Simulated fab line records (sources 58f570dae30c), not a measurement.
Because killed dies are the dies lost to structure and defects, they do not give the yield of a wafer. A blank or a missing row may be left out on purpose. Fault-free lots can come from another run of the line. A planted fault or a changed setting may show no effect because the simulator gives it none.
Which of the tools did it? / flow berkeleyCmos170 / 7 lots, 21 wafers sampled, at 2 steps of a route of 331

== WHAT THE GAUGES READ, wafer by wafer ==
UCB170_M1_RS_MEAS_01: uses a four-point probe to measure.
lot=L955; measured=day 8 10:56; on=filmMetro-02; M1_AL_RS (ohm/sq)=0.0487 0.0485 0.0485
lot=L960; measured=day 10 02:04; on=filmMetro-03; M1_AL_RS (ohm/sq)=0.0484 0.0480 0.0485
lot=L961; measured=day 10 10:18; on=filmMetro-02; M1_AL_RS (ohm/sq)=0.0241 0.0241 0.0240
lot=L964; measured=day 10 17:59; on=filmMetro-02; M1_AL_RS (ohm/sq)=0.0241 0.0239 0.0241
lot=L966; measured=day 11 15:28; on=filmMetro-02; M1_AL_RS (ohm/sq)=0.0487 0.0483 0.0486
lot=L972; measured=day 12 21:58; on=filmMetro-02; M1_AL_RS (ohm/sq)=0.0489 0.0494 0.0498
lot=L975; measured=day 13 02:55; on=filmMetro-03; M1_AL_RS (ohm/sq)=0.0481 0.0482 0.0488

== WHAT TOOL EACH LOT RAN ON (gives the tool, then ch and the chambers of the sampled wafers, and finally the start) ==
lot=L955; UCB170_M1_SPUTTER_00=pvdSputter-03, day 8 10:52
lot=L960; UCB170_M1_SPUTTER_00=pvdSputter-01, day 10 02:01
lot=L961; UCB170_M1_SPUTTER_00=pvdSputter-03, day 10 10:01
lot=L964; UCB170_M1_SPUTTER_00=pvdSputter-03, day 10 17:42
lot=L966; UCB170_M1_SPUTTER_00=pvdSputter-03, day 11 15:23
lot=L972; UCB170_M1_SPUTTER_00=pvdSputter-03, day 12 21:52
lot=L975; UCB170_M1_SPUTTER_00=pvdSputter-01, day 13 02:51
- UCB170_M1_SPUTTER_00: material Al, target thk 600 nm, time 80 s.

== THE ANSWER, worked out from the rows above alone ==
Rule: the usual values come from the lots themselves. Put in order of their means at a reading, lots are off if they are a third of the lots or fewer, leave a main group of 4 or more, and stand apart from it by a gap of 3 or more times the standard deviation of the main group's means; of several such gaps the widest counts. A main group is skipped when, at the precision printed for the reading in the tables above, its means are all equal. A lot without any number at a reading at which 4 lots or more have one is off too. The other lots that the step has rows for count as sound.
Off: L961, L964, at UCB170_M1_RS_MEAS_01 (M1_AL_RS). Mean 0.0486 ohm/sq and standard deviation 0.00038 in the main group.
If a tool, at a process step before that reading, ran all the lots that are off and no sound lot after the first of them, it fits. The gauges at UCB170_M1_RS_MEAS_01 are tried like those tools. Not one of the candidates tried fits.

== WHAT THE SIMULATOR PUT IN ==
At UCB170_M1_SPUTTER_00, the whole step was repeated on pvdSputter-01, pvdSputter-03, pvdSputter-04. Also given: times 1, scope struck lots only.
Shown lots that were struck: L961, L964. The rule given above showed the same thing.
